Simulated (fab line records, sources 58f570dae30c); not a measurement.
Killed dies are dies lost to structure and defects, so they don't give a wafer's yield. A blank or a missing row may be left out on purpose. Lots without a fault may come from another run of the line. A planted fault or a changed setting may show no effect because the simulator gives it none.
Which tool did it? | flow berkeley_cmos170 | 15 lots, 45 wafers sampled, at 4 steps of a route of 331

WHAT THE GAUGES READ, wafer by wafer
UCB170_ACTIVE_THK_MEAS_03. Usual: ACTIVE_OXIDE_THK 26.5 nm, standard deviation 0.45.
lot  | measured    | on            | ACTIVE_OXIDE_THK (nm) | flag
L311 | day 4 17:43 | film_metro-02 | 26.0 26.0 25.9        |
L313 | day 4 17:43 | film_metro-04 | 26.0 26.2 26.2        |
L314 | day 5 06:40 | film_metro-04 | 26.8 27.1 27.1        |
L315 | day 5 09:52 | film_metro-04 | 26.9 27.4 26.8        |
L316 | day 5 15:46 | film_metro-04 | 25.9 26.2 26.0        |
L317 | day 6 02:05 | film_metro-01 | 26.8 26.4 26.5        |
L318 | day 6 07:40 | film_metro-02 | 26.5 26.0 26.1        |
L319 | day 6 07:41 | film_metro-04 | 26.4 26.8 26.3        |
L321 | day 6 21:52 | film_metro-04 | 26.6 26.3 26.1        |
L329 | day 8 14:07 | film_metro-04 | 26.6 27.0 26.6        |
L330 | day 8 14:06 | film_metro-02 | 27.2 27.3 27.0        |
L331 | day 8 22:29 | film_metro-01 | 27.2 27.1 27.3        |

UCB170_FIELD_THK_MEAS_91. Usual: FIELD_OXIDE_LEFT_2_THK 339 nm, standard deviation 8.8.
lot  | measured     | on            | FIELD_OXIDE_LEFT_2_THK (nm) | flag
L311 | day 6 16:05  | film_metro-04 | 335 333 332                 |
L313 | day 6 16:22  | film_metro-03 | 337 336 340                 |
L314 | day 7 04:55  | film_metro-04 | 335 330 326                 |
L315 | day 7 09:33  | film_metro-01 | 335 332 333                 |
L316 | day 7 20:00  | film_metro-03 | 345 347 341                 |
L317 | day 7 20:16  | film_metro-01 | 341 341 350                 |
L318 | day 8 07:05  | film_metro-03 | 335 338 336                 |
L319 | day 8 07:24  | film_metro-01 | 336 331 336                 |
L321 | day 8 19:54  | film_metro-04 | 332 324 332                 |
L329 | day 10 13:11 | film_metro-03 | 347 353 344                 |
L330 | day 10 12:51 | film_metro-03 | 340 341 341                 |
L331 | day 10 16:35 | film_metro-04 | 356 353 363                 |

UCB170_GATE_CD_MEAS_12: target cd 350 nm. Usual: cd_nm 349.8 nm, standard deviation 1.7.
lot  | measured     | on        | cd_nm (nm)        | flag
L311 | day 7 04:47  | cd_sem-01 | 349.8 348.8 349.0 |
L313 | day 7 05:04  | cd_sem-01 | 346.7 348.0 347.7 |
L314 | day 7 16:29  | cd_sem-01 | 349.0 346.4 347.1 |
L315 | day 7 21:17  | cd_sem-01 | 349.6 350.8 350.9 |
L316 | day 8 07:04  | cd_sem-02 | 352.0 352.4 353.7 |
L317 | day 8 06:41  | cd_sem-02 | 349.8 351.9 350.8 |
L318 | day 8 21:09  | cd_sem-02 | 349.2 348.9 348.2 |
L319 | day 8 20:55  | cd_sem-02 | 350.3 351.8 352.6 |
L321 | day 9 07:50  | cd_sem-01 | 347.6 348.2 346.9 |
L329 | day 11 03:28 | cd_sem-01 | 350.5 350.6 350.3 |
L330 | day 11 03:11 | cd_sem-01 | 349.5 348.7 349.7 |
L331 | day 11 09:47 | cd_sem-02 | 348.0 348.3 349.1 |

WHICH TOOL RAN EACH LOT (tool, then ch and the chambers of the sampled wafers, then the start)
lot  | UCB170_PWELL_EXPOSE_10
L311 | krf_scanner-01 ch 0, day 3 18:07
L313 | krf_scanner-02 ch 0, day 3 18:21
L314 | krf_scanner-01 ch 0, day 4 04:16
L315 | krf_scanner-02 ch 0, day 4 10:08
L316 | krf_scanner-02 ch 0, day 4 15:59
L317 | krf_scanner-01 ch 0, day 5 02:41
L318 | krf_scanner-02 ch 0, day 5 06:44
L319 | krf_scanner-01 ch 0, day 5 07:01
L321 | krf_scanner-01 ch 0, day 5 22:20
L322 | krf_scanner-02, day 6 04:17
L324 | krf_scanner-01, day 6 11:08
L323 | krf_scanner-02, day 6 11:22
L329 | krf_scanner-02 ch 0, day 7 14:29
L330 | krf_scanner-01 ch 0, day 7 19:44
L331 | krf_scanner-01 ch 0, day 8 01:01
- UCB170_PWELL_EXPOSE_10: exposes mask PWELL, target cd 3000 nm.

WHAT THE TOOLS THEMSELVES READ (means of the sampled wafers that have a number; where no wafer has one, the mark that the record gives instead)
UCB170_PWELL_EXPOSE_10. Usual: exposure_dose_mJ_cm2 18.813, standard deviation 0.018; focus_offset_nm -0.1 nm, standard deviation 0.44.
lot  | tool           | exposure_dose_mJ_cm2 | focus_offset_nm (nm) | flag
L311 | krf_scanner-01 | 18.813               | 0.1                  |
L313 | krf_scanner-02 | 18.820               | 0.2                  |
L314 | krf_scanner-01 | 18.801               | -0.1                 |
L315 | krf_scanner-02 | 18.804               | -0.0                 |
L316 | krf_scanner-02 | 18.822               | -0.3                 |
L317 | krf_scanner-01 | 18.820               | -0.2                 |
L318 | krf_scanner-02 | 18.837               | 0.0                  |
L319 | krf_scanner-01 | 18.808               | -0.3                 |
L321 | krf_scanner-01 | 18.826               | 0.0                  |
L322 | krf_scanner-02 | -                    | -                    | OFF
L324 | krf_scanner-01 | -                    | -                    | OFF
L323 | krf_scanner-02 | -                    | -                    | OFF
L329 | krf_scanner-02 | 18.803               | -0.4                 |
L330 | krf_scanner-01 | 18.793               | -0.8                 |
L331 | krf_scanner-01 | 18.797               | -0.2                 |

THE ANSWER, worked out from the rows above alone
Rule: a lot is off if the mean of its wafers that have a number lies more than 3 standard deviations from the usual mean. A lot without any number at a reading at which 4 lots or more have one is off too. The other lots that the step has rows for count as sound. The gauges are gone through in route order, then the tools' own readings, and for those a lot's mean is taken as printed above. The first step at which some lot is off is used, and at that step the reading that is off furthest; a lot without a number counts as furthest.
Off: L322, L324, L323, at UCB170_PWELL_EXPOSE_10 (exposure_dose_mJ_cm2). Without a number there: L322, L324, L323.
A tool fits if, at that step or a process step before it, it ran every lot that is off, and no sound lot after the first of them. None of those tried fits.

WHAT THE SIMULATOR HAD PUT IN
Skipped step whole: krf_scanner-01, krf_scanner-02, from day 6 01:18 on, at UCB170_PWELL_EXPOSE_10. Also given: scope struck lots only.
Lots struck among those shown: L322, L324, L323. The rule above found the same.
